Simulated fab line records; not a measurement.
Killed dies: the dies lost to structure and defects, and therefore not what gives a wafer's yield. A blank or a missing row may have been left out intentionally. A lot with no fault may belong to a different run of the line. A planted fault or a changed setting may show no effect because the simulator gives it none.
Lot-split experiment ; flow berkeleyCmos170 ; 5 lots, 23 wafers read, on a route of 331 steps

## ABOUT THE SPLIT
At UCB170_M1_METAL_ETCH_12 (etches Al in Cl2/BCl3, stops on PSG, target depth 780 nm, time 130 s), the setting icpW was moved away from the recipe's 600 W on 9 of the 23 wafers read, by -9.4% to +9.7%. For the rest of the wafers, this setting stayed at what the recipe calls for.

Reading taken at the split's own step.

## THE READING
KrF_of_M1_COAT_04.thkNm (the simulator's own value, which no gauge read), in nm, at UCB170_M1_METAL_ETCH_12 (etches Al in Cl2/BCl3, stops on PSG, target depth 780 nm, time 130 s). No usual value for it is given in the file. Here, 14 wafers ran the recipe; their average is 434.1 nm with a standard deviation of 11 nm.

wafer;tool, chamber at the split;icpW as run, W;against the recipe;KrF_of_M1_COAT_04.thkNm, nm;against lot-mates on the recipe
L074.2;rieMetal-04, 0;626.6;+4.4%;420.2;-8.8
L074.3;rieMetal-04, 0;626.6;+4.4%;416.1;-12.8
L074.4;rieMetal-04, 1;600;recipe;427.2;-
L074.5;rieMetal-04, 0;626.6;+4.4%;419.2;-9.8
L074.6;rieMetal-04, 1;600;recipe;430.7;-
L076.2;rieMetal-04, 1;600;recipe;429.6;-
L076.3;rieMetal-04, 0;600;recipe;441;-
L076.4;rieMetal-04, 1;600;recipe;427.6;-
L075.1;rieMetal-03, 0;600;recipe;420;-
L075.2;rieMetal-03, 1;658.4;+9.7%;384.4;-34.2
L075.4;rieMetal-03, 1;658.4;+9.7%;380.8;-37.8
L075.5;rieMetal-03, 1;600;recipe;417.1;-
L075.6;rieMetal-03, 0;658.4;+9.7%;380.3;-38.2
L077.1;rieMetal-01, 1;600;recipe;447;-
L077.2;rieMetal-01, 0;600;recipe;443.3;-
L077.3;rieMetal-01, 1;600;recipe;450.1;-
L077.4;rieMetal-01, 0;600;recipe;446.7;-
L077.6;rieMetal-01, 1;600;recipe;449.4;-
L085.1;rieMetal-03, 1;543.8;-9.4%;458.8;+35.2
L085.2;rieMetal-03, 0;543.8;-9.4%;464;+40.4
L085.3;rieMetal-03, 0;600;recipe;425.9;-
L085.4;rieMetal-03, 1;543.8;-9.4%;459.2;+35.6
L085.6;rieMetal-03, 1;600;recipe;421.4;-

THE FIT
A straight line over all 23 wafers: KrF_of_M1_COAT_04.thkNm changes by -4.02 nm for each +1% of icpW; r = -0.89; the points scatter about the line by 11 nm.
The same after taking each lot's own level away (the mean of its wafers on the recipe; 23 wafers): -3.74 nm for each +1%; r = -0.98; scatter 3.7 nm.
On that fit, the largest move of icpW shifts the reading by 36 nm.
Across the lots, their own levels run from 418.55 to 447.30 nm, a range of 2.5 times the standard deviation given above.
The two slopes agree, so the slope changes little with the lot-to-lot level.
Check: -35.6 nm against its lot-mates is what the line predicts for one of the wafers moved furthest among these (+9.7%) when that wafer is left out of the fit. It came out at -34.2 nm against them.

## OTHER SPLITS APPLIED TO THESE WAFERS
Other splits were also applied to these wafers ahead of the reading. Each is held against what the fit with the lots' levels taken away leaves over:
other split on the same wafers;wafers away from the commonest value;r with KrF_of_M1_COAT_04.thkNm (lot level and that fit taken away)
UCB170_NLDD_IMPLANT_08 energyKev;10;-0.11
UCB170_PSD_IMPLANT_08 doseCm2;8;+0.15
UCB170_BACKSIDE_SOFTBAKE_02 tempC;7;-0.04

## THE FILE'S OWN FIT
KrF_of_M1_COAT_04.thkNm changes by -3.71 nm for each +1% of icpW, r = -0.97.
